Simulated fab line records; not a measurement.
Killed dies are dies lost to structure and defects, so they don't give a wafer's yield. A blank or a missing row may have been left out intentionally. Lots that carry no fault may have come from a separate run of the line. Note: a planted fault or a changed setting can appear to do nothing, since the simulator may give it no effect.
The tool behind it: which one?    flow berkeleyCmos170    15 lots, 45 wafers sampled, at 1 step of a route of 331

## WHAT EACH GAUGE READ, for each wafer
UCB170_NWELL_THK_MEAS_02. Usual: for NWELL_OXIDE_THK the level is 26.3 nm and the standard deviation is 0.52.
lot   measured     on            NWELL_OXIDE_THK (nm)  flag
L743  day 1 22:00  filmMetro-01  25.8 25.5 25.6        
L745  day 2 12:35  filmMetro-01  25.9 25.4 25.9        
L747  day 2 17:11  filmMetro-03  25.6 25.8 25.6        
L754  day 4 04:07  filmMetro-03  26.4 26.6 26.2        
L756  day 4 12:37  filmMetro-03  25.9 25.7 26.2        
L755  day 4 12:37  filmMetro-04  26.3 26.0 26.0        
L758  day 4 22:19  filmMetro-04  26.4 27.0 26.6        
L757  day 4 22:19  filmMetro-01  26.6 27.0 26.6        
L759  day 5 06:50  filmMetro-04  26.2 26.2 26.1        
L761  day 5 15:29  filmMetro-03  26.6 27.2 26.3        
L762  day 5 17:38  filmMetro-03  25.6 25.8 26.2        
L763  day 6 02:07  filmMetro-01  26.2 25.8 25.7        
L764  day 6 06:16  filmMetro-04  26.7 25.8 26.0        
L765  day 6 13:16  filmMetro-03  26.7 26.5 26.5        
L766  day 6 16:07  filmMetro-01  27.3 27.3 27.4        

## WHAT TOOL EACH LOT RAN ON (gives the tool, then ch and the chambers of the sampled wafers, and finally the start)
There is no process step in the record ahead of these readings.

## AS READ BY THE TOOLS THEMSELVES (means over the sampled wafers that have a number; for cases with no such wafer, the mark the record gives instead)
The record holds no such reading with a usual standard deviation.

## THE ANSWER, worked out from the rows above alone
Rule: lot off if the mean of its wafers having a number is beyond 3 standard deviations from the usual mean. Also off: a lot with no number at a reading for which 4 or more lots have one. Any other lot the step has rows for is counted as sound. Order of review: gauges by route order, followed by the tools' own readings, for which a lot's mean as printed above is used. At the first step where some lot is off, the reading lying furthest off is the one used; lots without a number count as furthest.
Across all readings shown, no lot is off: no conclusion can be drawn from this.

## WHAT THE SIMULATOR HAD INSERTED
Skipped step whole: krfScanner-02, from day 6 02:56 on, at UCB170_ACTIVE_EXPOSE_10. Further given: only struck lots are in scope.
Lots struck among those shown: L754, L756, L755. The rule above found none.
